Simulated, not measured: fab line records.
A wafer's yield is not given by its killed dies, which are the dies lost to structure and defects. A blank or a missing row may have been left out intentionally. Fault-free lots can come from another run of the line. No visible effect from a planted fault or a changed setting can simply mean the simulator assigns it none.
Check for tools in common / flow berkeley cmos170 / Sampled: 14 lots, 42 wafers

REASON FOR OPENING
Of 14 lots, 2 have the reading M3_AL_RS flagged at UCB170_M3_RS_MEAS_02. Wafers without a fault read 0.0322 ohm/sq, standard deviation 0.00035.
Rule: a lot is flagged in two cases, either no wafer of it has a number, or all its wafers with numbers fall more than 4 standard deviations from that mean. The rest of the lots are taken to be sound.

lot=L949; measured=day 9 04:11; on=film metro-03; M3_AL_RS (ohm/sq), wafer by wafer=0.0324 0.0318 0.0321; flag=
lot=L948; measured=day 9 10:19; on=film metro-02; M3_AL_RS (ohm/sq), wafer by wafer=0.0320 0.0320 0.0330; flag=
lot=L950; measured=day 9 15:10; on=film metro-03; M3_AL_RS (ohm/sq), wafer by wafer=0.0324 0.0323 0.0323; flag=
lot=L952; measured=day 10 06:49; on=film metro-04; M3_AL_RS (ohm/sq), wafer by wafer=0.0326 0.0326 0.0327; flag=
lot=L956; measured=day 10 09:18; on=film metro-03; M3_AL_RS (ohm/sq), wafer by wafer=0.0321 0.0321 0.0320; flag=
lot=L954; measured=day 10 09:40; on=film metro-04; M3_AL_RS (ohm/sq), wafer by wafer=0.0322 0.0322 0.0325; flag=
lot=L957; measured=day 10 16:58; on=film metro-03; M3_AL_RS (ohm/sq), wafer by wafer=0.0327 0.0326 0.0329; flag=
lot=L960; measured=day 11 16:37; on=film metro-02; M3_AL_RS (ohm/sq), wafer by wafer=0.0322 0.0320 0.0321; flag=
lot=L959; measured=day 11 17:22; on=film metro-03; M3_AL_RS (ohm/sq), wafer by wafer=0.0328 0.0326 0.0324; flag=
lot=L961; measured=day 11 20:13; on=film metro-03; M3_AL_RS (ohm/sq), wafer by wafer=0.0322 0.0324 0.0324; flag=
lot=L963; measured=day 12 10:06; on=film metro-03; M3_AL_RS (ohm/sq), wafer by wafer=0.0328 0.0319 0.0328; flag=
lot=L962; measured=day 12 12:17; on=film metro-04; M3_AL_RS (ohm/sq), wafer by wafer=0.0703 0.0673 0.0658; flag=FLAGGED
lot=L968; measured=day 12 22:58; on=film metro-02; M3_AL_RS (ohm/sq), wafer by wafer=0.0672 0.0658 0.0659; flag=FLAGGED
lot=L969; measured=day 13 00:20; on=film metro-03; M3_AL_RS (ohm/sq), wafer by wafer=0.0320 0.0325 0.0319; flag=
Averaged over the flagged lots the numbers come to 0.0670 ohm/sq, +0.0348 ohm/sq from the usual (+99 or more standard deviations).

LOT BY LOT: THE TOOL USED
The record keeps 1 process step preceding the reading, out of 331 steps on the route. Every cell lists first the tool, next ch and the chambers used by the sampled wafers, and last the start.
lot=L949; flag=; UCB170_M3_SPUTTER_01=pvd sputter-02, day 9 04:06
lot=L948; flag=; UCB170_M3_SPUTTER_01=pvd sputter-01, day 9 10:13
lot=L950; flag=; UCB170_M3_SPUTTER_01=pvd sputter-02, day 9 15:05
lot=L952; flag=; UCB170_M3_SPUTTER_01=pvd sputter-04, day 10 06:41
lot=L956; flag=; UCB170_M3_SPUTTER_01=pvd sputter-02, day 10 09:13
lot=L954; flag=; UCB170_M3_SPUTTER_01=pvd sputter-04, day 10 09:33
lot=L957; flag=; UCB170_M3_SPUTTER_01=pvd sputter-04, day 10 16:51
lot=L960; flag=; UCB170_M3_SPUTTER_01=pvd sputter-02, day 11 16:31
lot=L959; flag=; UCB170_M3_SPUTTER_01=pvd sputter-04, day 11 17:15
lot=L961; flag=; UCB170_M3_SPUTTER_01=pvd sputter-01, day 11 20:08
lot=L963; flag=; UCB170_M3_SPUTTER_01=pvd sputter-01, day 12 09:59
lot=L962; flag=FLAGGED; UCB170_M3_SPUTTER_01=pvd sputter-01, day 12 12:10
lot=L968; flag=FLAGGED; UCB170_M3_SPUTTER_01=pvd sputter-01, day 12 22:53
lot=L969; flag=; UCB170_M3_SPUTTER_01=pvd sputter-02, day 13 00:14
What the steps here do:
- UCB170_M3_SPUTTER_01: material Al, target thk 900 nm, time 120 s.
- UCB170_M3_RS_MEAS_02: measures by four-point-probe.

FLAGGED OVER TOTAL, TOOL BY TOOL (the gauges that took the reading come last)
step=UCB170_M3_SPUTTER_01; tool=pvd sputter-01; lots run=5; flagged=2; share of the flagged lots=all; sound lots run after its first flagged lot=0
step=UCB170_M3_SPUTTER_01; tool=pvd sputter-02; lots run=5; flagged=0; share of the flagged lots=none; sound lots run after its first flagged lot=-
step=UCB170_M3_SPUTTER_01; tool=pvd sputter-04; lots run=4; flagged=0; share of the flagged lots=none; sound lots run after its first flagged lot=-
step=UCB170_M3_RS_MEAS_02; tool=film metro-02; lots run=3; flagged=1; share of the flagged lots=some; sound lots run after its first flagged lot=0
step=UCB170_M3_RS_MEAS_02; tool=film metro-03; lots run=8; flagged=0; share of the flagged lots=none; sound lots run after its first flagged lot=-
step=UCB170_M3_RS_MEAS_02; tool=film metro-04; lots run=3; flagged=1; share of the flagged lots=some; sound lots run after its first flagged lot=0

WHAT THE TABLE PERMITS
Rows of the table that ran each flagged lot: 1, that is pvd sputter-01 at UCB170_M3_SPUTTER_01.
- pvd sputter-01 at UCB170_M3_SPUTTER_01: 2 of its 5 lots flagged. It ran its last sound lot, L963, at day 12 09:59 and its first flagged lot, L962, at day 12 12:10: a fault with its onset between the two fits.
Just one tool remains: pvd sputter-01 at UCB170_M3_SPUTTER_01.

WHAT WAS PUT IN BY THE SIMULATOR
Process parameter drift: pvd sputter-01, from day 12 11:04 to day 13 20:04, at UCB170_M3_SPUTTER_01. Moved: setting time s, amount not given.
Struck lots among those shown: L962, L968. The rule given above showed the same thing.
